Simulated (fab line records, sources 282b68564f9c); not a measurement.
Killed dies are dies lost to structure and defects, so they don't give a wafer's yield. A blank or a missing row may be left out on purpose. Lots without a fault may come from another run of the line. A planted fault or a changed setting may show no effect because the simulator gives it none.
Which tool did it? | flow rit_cmos | 14 lots, 42 wafers sampled, at 2 steps of a route of 202

WHAT THE GAUGES READ, wafer by wafer
RIT_WELLDRIVE_RS_MEAS_02: measures by four-point-probe. Usual: PWELL_RS 429.1 ohm/sq, standard deviation 1.3.
lot  | measured    | on            | PWELL_RS (ohm/sq)                   | flag
L292 | day 2 06:29 | film_metro-01 | 428.4 428.2 428.1                   |
L293 | day 2 11:28 | film_metro-02 | 430.0 429.2 429.3                   |
L294 | day 2 14:09 | film_metro-02 | 428.3 428.1 428.8                   |
L296 | day 3 01:40 | film_metro-04 | 428.0 427.8 429.2                   |
L297 | day 3 09:55 | film_metro-02 | 428.2 428.4 429.3                   |
L298 | day 3 14:16 | film_metro-01 | 430.1 431.0 432.0                   |
L299 | day 3 16:58 | film_metro-01 | 428.7 429.5 428.3                   |
L300 | day 3 21:45 | film_metro-02 | 428.3 428.7 429.7                   |
L301 | day 4 04:05 | film_metro-01 | 426.4 426.9 427.6                   |
L302 | day 4 09:22 | film_metro-02 | 427.3 427.7 427.4                   |
L303 | day 4 14:26 | film_metro-04 | 435.8 436.7 436.0 435.7 436.5 435.0 | OFF
L304 | day 4 17:58 | film_metro-01 | 435.2 435.6 436.9 435.4 435.6 436.0 | OFF
L313 | day 6 13:47 | film_metro-04 | 429.4 428.9 429.5                   |
L315 | day 7 03:43 | film_metro-01 | 430.2 430.0 431.2                   |

WHICH TOOL RAN EACH LOT (tool, then ch and the chambers of the sampled wafers, then the start)
lot  | RIT_PWELL_IMPLANT_08
L292 | implanter-03 ch 0, day 1 23:54
L293 | implanter-03 ch 0, day 2 05:19
L294 | implanter-03 ch 0, day 2 08:32
L296 | implanter-02 ch 0, day 2 19:52
L297 | implanter-03 ch 0, day 3 04:20
L298 | implanter-02 ch 0, day 3 07:29
L299 | implanter-02 ch 0, day 3 11:19
L300 | implanter-01 ch 0, day 3 14:55
L301 | implanter-03 ch 0, day 3 21:56
L302 | implanter-03 ch 0, day 4 02:44
L303 | implanter-03 ch 0, day 4 07:56
L304 | implanter-03 ch 0, day 4 12:23
L313 | implanter-02 ch 0, day 6 08:12
L315 | implanter-02 ch 0, day 6 21:06
- RIT_PWELL_IMPLANT_08

WHAT THE TOOLS THEMSELVES READ (means of the sampled wafers that have a number; where no wafer has one, the mark that the record gives instead)
The record holds no such reading with a usual standard deviation.

THE ANSWER, worked out from the rows above alone
Rule: a lot is off if the mean of its wafers that have a number lies more than 3 standard deviations from the usual mean. A lot without any number at a reading at which 4 lots or more have one is off too. The other lots that the step has rows for count as sound. The gauges are gone through in route order, then the tools' own readings, and for those a lot's mean is taken as printed above. The first step at which some lot is off is used, and at that step the reading that is off furthest; a lot without a number counts as furthest.
Off: L303, L304, at RIT_WELLDRIVE_RS_MEAS_02 (PWELL_RS).
A tool fits if, at a process step before that reading, it ran every lot that is off, and no sound lot after the first of them. The gauges at RIT_WELLDRIVE_RS_MEAS_02 are tried like those tools. One fits: implanter-03 at RIT_PWELL_IMPLANT_08. Its last sound lot is L302 (day 4 02:44), its first lot that is off L303 (day 4 07:56): a fault that began between those two fits.

WHAT THE SIMULATOR HAD PUT IN
Process parameter drift: implanter-03, from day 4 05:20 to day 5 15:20, at RIT_PWELL_IMPLANT_08. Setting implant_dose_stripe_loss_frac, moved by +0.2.
Lots struck among those shown: L303, L304. The rule above found the same.
